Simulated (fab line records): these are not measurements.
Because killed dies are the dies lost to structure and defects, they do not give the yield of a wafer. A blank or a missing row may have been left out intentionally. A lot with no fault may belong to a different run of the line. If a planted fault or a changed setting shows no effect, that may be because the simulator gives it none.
Which of the tools did it? + flow berkeley cmos170 + 18 wafers sampled from 6 lots at 1 step of a route of 331

WHAT THE GAUGES SHOWED, per wafer
UCB170_NWELL_THK_MEAS_02.
| lot  | measured    | on            | NWELL_OXIDE_THK (nm)          |
|------|-------------|---------------|-------------------------------|
| L523 | day 2 03:35 | film metro-03 | 26.3 26.7 26.4                |
| L531 | day 4 00:47 | film metro-03 | 29.3 29.2 28.9 29.3 29.2 28.9 |
| L536 | day 5 08:17 | film metro-03 | 28.9 28.9 29.1 29.0 28.9 29.1 |
| L541 | day 6 01:02 | film metro-04 | 25.2 25.5 25.3                |
| L542 | day 6 11:45 | film metro-04 | 26.0 26.5 26.4                |
| L545 | day 6 19:26 | film metro-02 | 26.9 26.8 26.9                |

EACH LOT AND THE TOOL THAT RAN IT (in order: tool; ch and the chambers of the sampled wafers; start)
Record: no process step prior to these readings.

THE ANSWER, worked out from the rows above alone
Rule: the usual values come from the lots themselves. Put in order of their means at a reading, lots are off if they are a third of the lots or fewer, leave a main group of 4 or more, and stand apart from it by a gap of 3 or more times the standard deviation of the main group's means; of several such gaps the widest counts. A main group is skipped when, at the precision printed for the reading in the tables above, its means are all equal. A lot without any number at a reading at which 4 lots or more have one is off too. Any other lot the step has rows for is counted as sound.
Off: at UCB170_NWELL_THK_MEAS_02 (NWELL_OXIDE_THK), L531, L536. Mean 26.2 nm and standard deviation 0.56 in the main group.
A tool fits if, at a process step before that reading, it ran every lot that is off, and no sound lot after the first of them. The gauges at UCB170_NWELL_THK_MEAS_02 are tried like those tools. One candidate fits, namely film metro-03 at UCB170_NWELL_THK_MEAS_02. Its last sound lot is L523 (day 2 03:35), its first lot that is off L531 (day 4 00:47): a fault that began between those two fits.

WHAT WAS PUT IN BY THE SIMULATOR
Metrology matching offset: film metro-03, from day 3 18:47 on, at UCB170_NWELL_THK_MEAS_02. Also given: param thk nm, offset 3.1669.
Struck lots among those shown: L531, L536. The same result came from the rule above.
